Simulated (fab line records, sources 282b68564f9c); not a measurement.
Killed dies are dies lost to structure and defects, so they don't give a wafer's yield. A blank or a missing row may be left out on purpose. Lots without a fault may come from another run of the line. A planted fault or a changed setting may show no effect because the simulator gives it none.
One fault seen from 2 desks | flow rit_cmos | each desk has only its own numbers; what lay behind them comes last

THE TOOL OWNER'S DESK: implanter-03
The tool's own readings at RIT_NSD_IMPLANT_08: means of the sampled wafers that have a number, for each lot that ran on this tool. A lot is out of limits, marked OUT, if its mean lies more than 4 standard deviations from the usual mean; the brackets give that distance.
Columns: A = dose_ions_cm2 at RIT_NSD_IMPLANT_08, usual 9.999e+14
lot  | first seen here | A
L109 | day 4 00:31     | 1.001e+15
L111 | day 4 18:26     | 1.001e+15
L114 | day 5 01:29     | 1.000e+15
L117 | day 5 15:41     | 1.000e+15
L122 | day 6 15:14     | 9.994e+14
L123 | day 6 20:37     | 9.549e+14 (-41) OUT
L124 | day 7 00:51     | 9.534e+14 (-42) OUT
This desk's finding: out of limits on L123, L124; first on L123, day 6 20:37 (dose_ions_cm2 at RIT_NSD_IMPLANT_08). In limits: L109, L111, L114, L117, L122.

THE METROLOGY DESK
What the gauges read, lot by lot, whatever tool the lot ran on: means of the sampled wafers that have a number. A lot is out of limits, marked OUT, if its mean lies more than 4 standard deviations from the usual mean; the brackets give that distance.
Columns: A = NSD_RS at RIT_SDANNEAL_RS_MEAS_05, usual 84.54 ohm/sq
lot  | first seen here | A
L108 | day 3 20:12     | 84.51
L109 | day 4 02:51     | 84.41
L111 | day 4 20:59     | 84.57
L114 | day 5 05:07     | 84.44
L115 | day 5 17:52     | 84.67
L117 | day 5 18:27     | 84.62
L118 | day 6 08:14     | 84.51
L119 | day 6 09:14     | 84.36
L122 | day 6 17:46     | 84.37
L123 | day 6 22:59     | 87.61 (+12) OUT
L124 | day 7 03:22     | 88.19 (+14) OUT
L125 | day 7 03:51     | 84.03
L127 | day 7 11:44     | 84.41
L128 | day 7 16:12     | 84.34
This desk's finding: out of limits on L123, L124; first on L123, day 6 22:59 (NSD_RS at RIT_SDANNEAL_RS_MEAS_05). In limits: L108, L109, L111, L114, L115, L117, L118, L119, L122, L125, L127, L128.

PUT TOGETHER
The tool owner's desk could have raised an alarm at day 6 20:37, on L123, L124.
The metrology desk could have raised an alarm at day 6 22:59, on L123, L124.
Of the lots named, all ran RIT_NSD_IMPLANT_08 on implanter-03.

WHAT THE SIMULATOR HAD PUT IN
Process parameter drift: implanter-03, from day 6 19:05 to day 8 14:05, at RIT_NSD_IMPLANT_08. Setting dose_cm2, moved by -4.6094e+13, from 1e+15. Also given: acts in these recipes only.
Lots struck among those shown: L123, L124.
Hours from the fault's start to each desk's first reading out of limits: the tool owner's desk, 2; the metrology desk, 4.
